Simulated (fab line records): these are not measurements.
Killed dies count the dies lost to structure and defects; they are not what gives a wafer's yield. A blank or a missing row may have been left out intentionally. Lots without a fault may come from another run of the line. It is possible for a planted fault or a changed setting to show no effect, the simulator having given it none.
Shared-tool check | flow ritCmos | Sample size 15 lots and 45 wafers

## REASON FOR OPENING
RIT_PRETRO_TW_MEAS_10, reading PRETRO_TW: flagged on 3 of 15 lots. Fault-free wafers read 475.3, with a standard deviation of 2.7.
Rule: a lot is flagged in two cases, either no wafer of it has a number, or all its wafers with numbers fall more than 4 standard deviations from that mean. The rest of the lots are taken to be sound.

lot  | measured    | on           | PRETRO_TW, wafer by wafer | flag
L419 | day 2 10:32 | filmMetro-01 | 476.0 474.0 474.8         | 
L420 | day 2 13:04 | filmMetro-04 | 475.2 477.8 475.4         | 
L422 | day 2 22:52 | filmMetro-01 | 472.3 476.8 475.9         | 
L423 | day 3 04:03 | filmMetro-04 | 473.1 473.1 469.4         | 
L425 | day 3 14:58 | filmMetro-03 | 592.8 592.4 596.2         | FLAGGED
L426 | day 3 20:15 | filmMetro-01 | 475.1 474.6 475.7         | 
L428 | day 4 07:09 | filmMetro-03 | 591.9 593.1 596.3         | FLAGGED
L430 | day 4 14:47 | filmMetro-01 | 473.6 476.9 477.2         | 
L434 | day 5 10:31 | filmMetro-03 | 592.8 591.4 591.5         | FLAGGED
L435 | day 5 17:40 | filmMetro-04 | 471.1 469.3 470.6         | 
L436 | day 5 22:00 | filmMetro-04 | 470.5 471.7 470.1         | 
L438 | day 6 08:34 | filmMetro-04 | 474.4 475.4 479.3         | 
L439 | day 6 11:27 | filmMetro-01 | 475.4 474.8 476.0         | 
L440 | day 6 16:22 | filmMetro-04 | 476.2 475.6 476.5         | 
L442 | day 7 05:19 | filmMetro-03 | 482.4 477.0 479.2         | 
On average the flagged lots' numbers are 593.2, which is +117.9 against the usual, or +44 standard deviations.

## TOOL THAT RAN EACH LOT
The record holds 1 process step before the reading, out of a route of 202 steps. In each cell: the tool, then ch and the chambers that the sampled wafers went through, then the start.
lot  | flag    | RIT_PRETRO_IMPLANT_08
L419 |         | implanter-03 ch 0, day 2 10:13
L420 |         | implanter-03 ch 0, day 2 12:47
L422 |         | implanter-03 ch 0, day 2 22:32
L423 |         | implanter-03 ch 0, day 3 03:44
L425 | FLAGGED | implanter-03 ch 0, day 3 14:19
L426 |         | implanter-04 ch 0, day 3 19:57
L428 | FLAGGED | implanter-04 ch 0, day 4 06:32
L430 |         | implanter-04 ch 0, day 4 14:28
L434 | FLAGGED | implanter-03 ch 0, day 5 09:53
L435 |         | implanter-02 ch 0, day 5 17:20
L436 |         | implanter-03 ch 0, day 5 21:41
L438 |         | implanter-02 ch 0, day 6 08:14
L439 |         | implanter-03 ch 0, day 6 11:10
L440 |         | implanter-04 ch 0, day 6 16:04
L442 |         | implanter-04 ch 0, day 7 05:01
What is done by these steps:
- RIT_PRETRO_IMPLANT_08
- RIT_PRETRO_TW_MEAS_10

## FLAGGED AGAINST TOTAL, ONE TOOL AT A TIME (gauges that did the reading follow at the end)
step                  | tool         | lots run | flagged | share of the flagged lots | sound lots run after its first flagged lot
RIT_PRETRO_IMPLANT_08 | implanter-02 | 2        | 0       | none                      | -
RIT_PRETRO_IMPLANT_08 | implanter-03 | 8        | 2       | some                      | 2 (L436,L439)
RIT_PRETRO_IMPLANT_08 | implanter-04 | 5        | 1       | some                      | 3 (L430,L440,L442)
RIT_PRETRO_TW_MEAS_10 | filmMetro-01 | 5        | 0       | none                      | -
RIT_PRETRO_TW_MEAS_10 | filmMetro-03 | 4        | 3       | all                       | 1 (L442)
RIT_PRETRO_TW_MEAS_10 | filmMetro-04 | 6        | 0       | none                      | -

## WHAT THE TABLE PERMITS
1 row of the table ran every flagged lot: filmMetro-03 at RIT_PRETRO_TW_MEAS_10.
- filmMetro-03 at RIT_PRETRO_TW_MEAS_10: 3 of its 4 lots flagged. Sound lots ran on it after the first flagged one (L442), which a lasting fault on the whole tool wouldn't allow.
No row of the table ran every flagged lot and no sound lot after the first.

## WHAT WAS PUT IN BY THE SIMULATOR
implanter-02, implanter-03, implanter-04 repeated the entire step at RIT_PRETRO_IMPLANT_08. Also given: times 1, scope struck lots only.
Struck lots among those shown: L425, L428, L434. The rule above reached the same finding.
